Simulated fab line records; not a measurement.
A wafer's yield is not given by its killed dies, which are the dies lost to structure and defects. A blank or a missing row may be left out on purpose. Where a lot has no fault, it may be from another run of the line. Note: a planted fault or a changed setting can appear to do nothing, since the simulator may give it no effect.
One fault seen from 2 desks :: flow ritCmos :: numbers are kept per desk, each desk with only its own; the story behind them comes last

DESK OF THE TOOL OWNER: pvdSputter-01
The tool's own readings at RIT_SILICIDE_SPUTTER_01 (material Ti, target thk 30 nm, time 240 s): means of the sampled wafers that have a number, for each lot that ran on this tool. The brackets show how far a lot's mean lies from the usual mean; more than 4 standard deviations puts the lot out of limits, marked OUT.
Columns: A = throttleValvePct at RIT_SILICIDE_SPUTTER_01, usual 29.8 %
lot: L690
first seen here: day 3 23:33
A: 29.1

lot: L692
first seen here: day 4 08:04
A: 29.1

lot: L694
first seen here: day 4 17:44
A: 29.1

lot: L696
first seen here: day 5 04:28
A: 29.6

lot: L700
first seen here: day 6 00:45
A: 29.1

lot: L704
first seen here: day 7 01:36
A: 28.9

lot: L706
first seen here: day 7 10:37
A: 30.1
This desk's verdict: no lot among the 7 shows anything out of limits.

THE METROLOGY DESK
What the gauges read for every lot (on any tool): the sampled wafers with a number, averaged. The brackets show how far a lot's mean lies from the usual mean; more than 4 standard deviations puts the lot out of limits, marked OUT.
Columns: A = SILICIDE_TI_RS at RIT_SILICIDE_RS_MEAS_02, usual 44.5 ohm/sq; B = SILICIDE_TI_THK at RIT_SILICIDE_THK_MEAS_03, usual 30.4 nm
lot: L687
first seen here: day 3 08:45
A: 44.8
B: 30.3

lot: L689
first seen here: day 3 17:03
A: 44.8
B: 30.2

lot: L690
first seen here: day 3 23:43
A: 44.0
B: 30.8

lot: L692
first seen here: day 4 08:13
A: 44.0
B: 30.8

lot: L693
first seen here: day 4 13:17
A: 44.7
B: 30.4

lot: L694
first seen here: day 4 17:53
A: 45.0
B: 29.9

lot: L695
first seen here: day 4 23:59
A: 44.7
B: 30.2

lot: L696
first seen here: day 5 04:37
A: 44.6
B: 30.2

lot: L697
first seen here: day 5 08:50
A: 44.3
B: 30.5

lot: L699
first seen here: day 5 18:18
A: 43.8
B: 30.6

lot: L700
first seen here: day 6 00:54
A: 45.3
B: 29.9

lot: L701
first seen here: day 6 06:08
A: 44.2
B: 30.4

lot: L704
first seen here: day 7 01:45
A: 72.4 (+51) OUT
B: 20.6 (-30) OUT

lot: L706
first seen here: day 7 10:46
A: 70.2 (+47) OUT
B: 21.1 (-28) OUT
This desk's result: L704, L706 out of limits, first on L704 (SILICIDE_TI_RS at RIT_SILICIDE_RS_MEAS_02), day 7 01:45. L687, L689, L690, L692, L693, L694, L695, L696, L697, L699, L700, L701 stayed within limits.

BROUGHT TOGETHER
On L704, L706, the metrology desk was in a position to raise an alarm at day 7 01:45.
The tool owner's desk saw nothing out of limits.
The tool owner's desk has L704, L706 on record, within its limits.
On pvdSputter-01, each named lot ran RIT_SILICIDE_SPUTTER_01.

WHAT THE SIMULATOR HAD PUT IN
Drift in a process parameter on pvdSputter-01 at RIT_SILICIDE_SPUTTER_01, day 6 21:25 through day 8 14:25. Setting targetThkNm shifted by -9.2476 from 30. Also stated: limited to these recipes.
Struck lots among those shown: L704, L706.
Delay in hours, fault start to first out-of-limits reading, per desk: metrology desk 4.
